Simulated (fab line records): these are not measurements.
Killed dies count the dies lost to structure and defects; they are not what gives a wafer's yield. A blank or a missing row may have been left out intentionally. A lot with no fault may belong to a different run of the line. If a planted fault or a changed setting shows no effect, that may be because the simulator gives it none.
A single fault, viewed from 2 desks :: flow berkeleyCmos170 :: every desk sees just its own numbers, and what lay behind them comes last

== FROM THE METROLOGY DESK ==
Lot by lot, what the gauges showed, no matter which tool ran the lot: averages of those sampled wafers that carry a number. A lot is out of limits, marked OUT, if its mean lies more than 4 standard deviations from the usual mean; the brackets give that distance.
Columns: A = SPACER_TEOS_THK at UCB170_SPACER_THK_MEAS_01, usual 377 nm; B = V2_TEOS_THK at UCB170_V2_THK_MEAS_01, usual 2000 nm
lot: L708
first seen here: day 7 17:16
A: 373
B: 1951

lot: L709
first seen here: day 7 17:16
A: 383
B: 2020

lot: L710
first seen here: day 8 00:20
A: 382
B: 2031

lot: L715
first seen here: day 8 12:27
A: 341 (-6.6) OUT
B: 1983

lot: L716
first seen here: day 9 13:38
A: 357
B: 1980

lot: L720
first seen here: day 10 01:15
A: 377
B: 1982

lot: L721
first seen here: day 10 01:49
A: 378
B: 2011

lot: L727
first seen here: day 10 15:25
A: 374
B: 1976

lot: L728
first seen here: day 10 16:21
A: 380
B: 2001

lot: L725
first seen here: day 11 05:28
A: 384
B: 1992

lot: L724
first seen here: day 11 05:44
A: 368
B: 1975

lot: L729
first seen here: day 11 13:14
A: 378
B: 1964

lot: L730
first seen here: day 11 13:26
A: 385
B: 2008

lot: L731
first seen here: day 11 21:34
A: 378
B: 2019
This desk reports L715 out of limits; the earliest was L715 at day 8 12:27 (SPACER_TEOS_THK at UCB170_SPACER_THK_MEAS_01). L708, L709, L710, L716, L720, L721, L727, L728, L725, L724, L729, L730, L731: within limits.

== TOOL OWNER'S DESK, pecvd-01 ==
The tool's own readings at UCB170_SPACER_CVD_00 (deposits SiO2 from TEOS/O2, target thk 376 nm, time 47 s): means of the sampled wafers that have a number, for each lot that ran on this tool. A lot is out of limits, marked OUT, if its mean lies more than 4 standard deviations from the usual mean; the brackets give that distance.
Columns: A = heaterPowerW at UCB170_SPACER_CVD_00, usual 274 W
lot: L708
first seen here: day 7 17:13
A: 249

lot: L710
first seen here: day 8 00:16
A: 230

lot: L715
first seen here: day 8 12:23
A: 244

lot: L716
first seen here: day 9 13:35
A: 244

lot: L731
first seen here: day 11 21:31
A: 250
This desk found nothing out of limits on any of the 5 lots.

== BROUGHT TOGETHER ==
On L715, the metrology desk was in a position to raise an alarm at day 8 12:27.
The tool owner's desk saw nothing out of limits.
Tool owner's desk: L715 on record, inside its limits.
Every lot named ran UCB170_SPACER_CVD_00 on pecvd-01.

== WHAT THE SIMULATOR HAD PUT IN ==
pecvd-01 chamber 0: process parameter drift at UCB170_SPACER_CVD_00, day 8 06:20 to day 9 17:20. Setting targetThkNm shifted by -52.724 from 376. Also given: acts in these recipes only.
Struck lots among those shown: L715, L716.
Per desk, hours elapsed from the start of the fault to the first reading out of limits: for the metrology desk, 6.
